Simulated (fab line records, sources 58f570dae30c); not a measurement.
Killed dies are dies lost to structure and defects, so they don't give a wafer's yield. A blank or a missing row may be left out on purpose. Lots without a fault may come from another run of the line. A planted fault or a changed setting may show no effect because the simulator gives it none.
Which tool did it? | flow berkeley_cmos170 | 14 lots, 42 wafers sampled, at 3 steps of a route of 331

WHAT THE GAUGES READ, wafer by wafer
UCB170_PWELL_THK_MEAS_03.
lot  | measured    | on            | PWELL_OXIDE_THK (nm)
L567 | day 2 14:35 | film_metro-04 | 26.8 26.9 26.7
L566 | day 2 14:40 | film_metro-01 | 26.7 26.9 27.1
L569 | day 3 06:40 | film_metro-01 | 26.8 27.5 26.9
L571 | day 3 15:16 | film_metro-01 | 26.7 26.9 27.1
L570 | day 3 15:16 | film_metro-04 | 26.3 26.4 26.7
L572 | day 3 22:06 | film_metro-01 | 26.0 25.6 25.7
L573 | day 4 06:28 | film_metro-01 | 27.1 26.9 27.5
L576 | day 4 18:07 | film_metro-01 | 27.3 27.4 27.1
L577 | day 5 02:49 | film_metro-01 | 27.1 26.3 26.5
L578 | day 5 02:51 | film_metro-03 | 27.2 27.2 27.2
L579 | day 5 10:02 | film_metro-04 | 26.2 26.3 26.0
L586 | day 6 18:36 | film_metro-03 | 27.0 26.6 26.4
L588 | day 7 07:43 | film_metro-01 | 25.6 25.6 25.6
L589 | day 7 16:10 | film_metro-01 | 26.1 26.4 26.3

UCB170_PFIELD_OVL_MEAS_06.
lot  | measured    | on         | PFIELD_OVL (nm)
L567 | day 4 03:51 | overlay-01 | -3 -1 0
L566 | day 4 03:55 | overlay-02 | 2 -5 -6
L569 | day 4 19:32 | overlay-01 | 1 1 -2
L571 | day 5 02:16 | overlay-02 | -3 -9 -6
L570 | day 5 01:06 | overlay-01 | -3 -6 -4
L572 | day 5 09:10 | overlay-01 | 6 6 8
L573 | day 5 17:35 | overlay-02 | 3 8 6
L576 | day 6 05:03 | overlay-02 | -1 -3 3
L577 | day 6 16:26 | overlay-02 | -5 -4 -6
L578 | day 6 16:21 | overlay-01 | 1 2 -1
L579 | day 7 03:46 | overlay-01 | 6 11 10
L586 | day 8 08:17 | overlay-02 | -8 -3 -5
L588 | day 8 23:11 | overlay-02 | 1 2 3
L589 | day 9 06:20 | overlay-01 | 1 -1 8

UCB170_PVT_OVL_MEAS_06.
lot  | measured     | on         | PVT_OVL (nm)
L567 | day 5 08:46  | overlay-01 | -3 -4 7
L566 | day 5 08:30  | overlay-01 | 4 -4 7
L569 | day 5 23:53  | overlay-02 | 2 2 0
L571 | day 6 06:23  | overlay-01 | -3 -5 -7
L570 | day 6 06:31  | overlay-01 | -7 -8 -11
L572 | day 6 16:06  | overlay-02 | -3 -3 -8
L573 | day 7 04:30  | overlay-02 | -5 0 3
L576 | day 7 09:56  | overlay-01 | -7 -2 -2
L577 | day 8 01:01  | overlay-02 | -8 2 -1
L578 | day 8 01:31  | overlay-02 | -6 -4 -5
L579 | day 8 14:50  | overlay-01 | -4 -6 1
L586 | day 9 12:05  | overlay-01 | -1 2 4
L588 | day 10 01:08 | overlay-02 | -4 6 -6
L589 | day 10 08:46 | overlay-02 | 8 7 3

WHICH TOOL RAN EACH LOT (tool, then ch and the chambers of the sampled wafers, then the start)
The record holds no process step before these readings.

WHAT THE TOOLS THEMSELVES READ (means of the sampled wafers that have a number; where no wafer has one, the mark that the record gives instead)
The record holds no such reading with a usual standard deviation.

THE ANSWER, worked out from the rows above alone
Rule: what is usual is taken from the lots themselves. Put in order of their means at a reading, lots are off if they are a third of the lots or fewer, leave a main group of 4 or more, and stand apart from it by a gap of 3 or more times the standard deviation of the main group's means; of several such gaps the widest counts. A main group whose means are all the same, to the digits that the tables above print for the reading, isn't used. A lot without any number at a reading at which 4 lots or more have one is off too. The other lots that the step has rows for count as sound. The gauges are gone through in route order, then the tools' own readings, and for those a lot's mean is taken as printed above. The first step at which some lot is off is used, and at that step the reading that is off furthest; a lot without a number counts as furthest.
No lot is off at any reading shown: from this, nothing can be told.

WHAT THE SIMULATOR HAD PUT IN
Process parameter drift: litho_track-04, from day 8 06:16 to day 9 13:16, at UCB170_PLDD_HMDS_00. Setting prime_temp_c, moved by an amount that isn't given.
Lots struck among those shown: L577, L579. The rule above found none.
